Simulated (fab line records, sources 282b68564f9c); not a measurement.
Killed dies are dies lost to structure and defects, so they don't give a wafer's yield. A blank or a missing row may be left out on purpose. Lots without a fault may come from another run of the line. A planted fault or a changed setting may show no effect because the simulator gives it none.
Which tool did it? | flow rit_cmos | 14 lots, 42 wafers sampled, at 5 steps of a route of 202

WHAT THE GAUGES READ, wafer by wafer
RIT_PSD_OVL_MEAS_06.
lot  | measured    | on         | PSD_OVL (nm)
L629 | day 3 06:40 | overlay-01 | -1.0 -0.3 -0.4
L631 | day 3 15:51 | overlay-01 | -0.8 1.1 1.0
L632 | day 3 22:17 | overlay-01 | 1.9 3.3 1.4
L633 | day 4 02:52 | overlay-01 | 0.0 0.3 -1.4
L635 | day 4 14:07 | overlay-01 | 0.4 1.4 0.4
L636 | day 4 20:47 | overlay-01 | -0.8 -1.0 -0.4
L637 | day 5 00:45 | overlay-01 | -1.2 1.2 -1.0
L638 | day 5 04:07 | overlay-02 | 1.0 0.0 4.4
L640 | day 5 13:25 | overlay-02 | 1.1 2.5 1.9
L641 | day 5 18:14 | overlay-01 | 2.4 1.7 0.6
L647 | day 7 00:29 | overlay-02 | 1.9 3.5 3.1
L650 | day 7 13:34 | overlay-02 | 1.0 -0.1 -0.9
L651 | day 7 17:36 | overlay-02 | 5.0 4.1 3.9
L652 | day 8 00:40 | overlay-02 | 1.5 3.0 -0.2

RIT_CONTACT_THK_MEAS_01.
lot  | measured    | on            | CONTACT_TEOS_THK (nm)
L629 | day 3 08:44 | film_metro-02 | 399 410 400
L631 | day 3 18:06 | film_metro-01 | 396 405 406
L632 | day 4 00:20 | film_metro-04 | 399 409 405
L633 | day 4 04:55 | film_metro-02 | 401 397 401
L635 | day 4 16:10 | film_metro-02 | 403 400 409
L636 | day 4 22:52 | film_metro-04 | 400 398 399
L637 | day 5 02:49 | film_metro-02 | 395 404 400
L638 | day 5 06:10 | film_metro-02 | 397 400 404
L640 | day 5 15:28 | film_metro-04 | 391 401 400
L641 | day 5 20:17 | film_metro-04 | 404 409 406
L647 | day 7 02:32 | film_metro-02 | 414 426 421
L650 | day 7 15:37 | film_metro-01 | 416 423 424
L651 | day 7 19:38 | film_metro-01 | 395 399 402
L652 | day 8 02:43 | film_metro-01 | 396 402 408

WHICH TOOL RAN EACH LOT (tool, then ch and the chambers of the sampled wafers, then the start)
lot  | RIT_NSD_STRIP_09                    | RIT_SILICIDE_SPUTTER_01     | RIT_CONTACT_CVD_00
L629 | plasma_asher-01 ch 0,1, day 3 05:37 | pvd_sputter-03, day 3 08:08 | pecvd-03 ch 0,1,2, day 3 08:40
L631 | plasma_asher-03 ch 0,1, day 3 14:45 | pvd_sputter-03, day 3 17:31 | pecvd-02 ch 0,1, day 3 18:01
L632 | plasma_asher-02 ch 1, day 3 21:04   | pvd_sputter-01, day 3 23:46 | pecvd-03 ch 1,2, day 4 00:17
L633 | plasma_asher-01 ch 0,1, day 4 01:47 | pvd_sputter-03, day 4 04:21 | pecvd-01 ch 0,1,2, day 4 04:52
L635 | plasma_asher-01 ch 0,1, day 4 12:50 | pvd_sputter-03, day 4 15:35 | pecvd-03 ch 1,2, day 4 16:06
L636 | plasma_asher-02 ch 0,1, day 4 19:37 | pvd_sputter-01, day 4 22:17 | pecvd-01 ch 0,2, day 4 22:48
L637 | plasma_asher-03 ch 0,1, day 4 23:29 | pvd_sputter-03, day 5 02:15 | pecvd-02 ch 0,2, day 5 02:45
L638 | plasma_asher-01 ch 0,1, day 5 02:54 | pvd_sputter-01, day 5 05:36 | pecvd-03 ch 0,1, day 5 06:06
L640 | plasma_asher-03 ch 0,1, day 5 12:13 | pvd_sputter-01, day 5 14:55 | pecvd-02 ch 0,2, day 5 15:25
L641 | plasma_asher-02 ch 0,1, day 5 17:04 | pvd_sputter-03, day 5 19:43 | pecvd-03 ch 0,2, day 5 20:13
L647 | plasma_asher-01 ch 0,1, day 6 23:27 | pvd_sputter-03, day 7 01:58 | pecvd-03 ch 0,1,2, day 7 02:28
L650 | plasma_asher-02 ch 0,1, day 7 12:23 | pvd_sputter-01, day 7 15:03 | pecvd-03 ch 1,2, day 7 15:33
L651 | plasma_asher-01 ch 0,1, day 7 16:23 | pvd_sputter-03, day 7 19:05 | pecvd-01 ch 0,2, day 7 19:35
L652 | plasma_asher-02 ch 0,1, day 7 23:28 | pvd_sputter-03, day 8 02:09 | pecvd-02 ch 1,2, day 8 02:40
- RIT_NSD_STRIP_09: strips in O2, time 180 s.
- RIT_SILICIDE_SPUTTER_01: material Ti, target thk 30 nm, time 240 s.
- RIT_CONTACT_CVD_00: deposits SiO2 from TEOS, target thk 400 nm, time 61 s.

WHAT THE TOOLS THEMSELVES READ (means of the sampled wafers that have a number; where no wafer has one, the mark that the record gives instead)
RIT_NSD_STRIP_09.
lot  | tool            | drypump_motor_current_A (A)
L629 | plasma_asher-01 | 5.1
L631 | plasma_asher-03 | 5.7
L632 | plasma_asher-02 | 5.0
L633 | plasma_asher-01 | 5.1
L635 | plasma_asher-01 | 4.9
L636 | plasma_asher-02 | 6.0
L637 | plasma_asher-03 | 5.7
L638 | plasma_asher-01 | 5.1
L640 | plasma_asher-03 | 5.5
L641 | plasma_asher-02 | 6.0
L647 | plasma_asher-01 | 5.1
L650 | plasma_asher-02 | 6.0
L651 | plasma_asher-01 | 4.9
L652 | plasma_asher-02 | 5.5

RIT_SILICIDE_SPUTTER_01.
lot  | tool           | throttle_valve_pct (%)
L629 | pvd_sputter-03 | 30.8
L631 | pvd_sputter-03 | 30.2
L632 | pvd_sputter-01 | 29.4
L633 | pvd_sputter-03 | 30.8
L635 | pvd_sputter-03 | 29.9
L636 | pvd_sputter-01 | 29.6
L637 | pvd_sputter-03 | 30.9
L638 | pvd_sputter-01 | 29.4
L640 | pvd_sputter-01 | 29.8
L641 | pvd_sputter-03 | 29.1
L647 | pvd_sputter-03 | 30.9
L650 | pvd_sputter-01 | 29.7
L651 | pvd_sputter-03 | 30.8
L652 | pvd_sputter-03 | 29.9

RIT_CONTACT_CVD_00.
lot  | tool     | heater_power_w (W)
L629 | pecvd-03 | 307
L631 | pecvd-02 | 374
L632 | pecvd-03 | 270
L633 | pecvd-01 | 366
L635 | pecvd-03 | 301
L636 | pecvd-01 | 416
L637 | pecvd-02 | 380
L638 | pecvd-03 | 337
L640 | pecvd-02 | 382
L641 | pecvd-03 | 273
L647 | pecvd-03 | 303
L650 | pecvd-03 | 317
L651 | pecvd-01 | 420
L652 | pecvd-02 | 338

THE ANSWER, worked out from the rows above alone
Rule: what is usual is taken from the lots themselves. Put in order of their means at a reading, lots are off if they are a third of the lots or fewer, leave a main group of 4 or more, and stand apart from it by a gap of 3 or more times the standard deviation of the main group's means; of several such gaps the widest counts. A main group whose means are all the same, to the digits that the tables above print for the reading, isn't used. A lot without any number at a reading at which 4 lots or more have one is off too. The other lots that the step has rows for count as sound. The gauges are gone through in route order, then the tools' own readings, and for those a lot's mean is taken as printed above. The first step at which some lot is off is used, and at that step the reading that is off furthest; a lot without a number counts as furthest.
Off: L647, L650, at RIT_CONTACT_THK_MEAS_01 (CONTACT_TEOS_THK). The main group: mean 401 nm, standard deviation 2.6.
A tool fits if, at a process step before that reading, it ran every lot that is off, and no sound lot after the first of them. The gauges at RIT_CONTACT_THK_MEAS_01 are tried like those tools. One fits: pecvd-03 at RIT_CONTACT_CVD_00. Its last sound lot is L641 (day 5 20:13), its first lot that is off L647 (day 7 02:28): a fault that began between those two fits.

WHAT THE SIMULATOR HAD PUT IN
Process parameter drift: pecvd-03, from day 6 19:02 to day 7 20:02, at RIT_CONTACT_CVD_00. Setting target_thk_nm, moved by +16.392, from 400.
Lots struck among those shown: L647, L650. The rule above found the same.
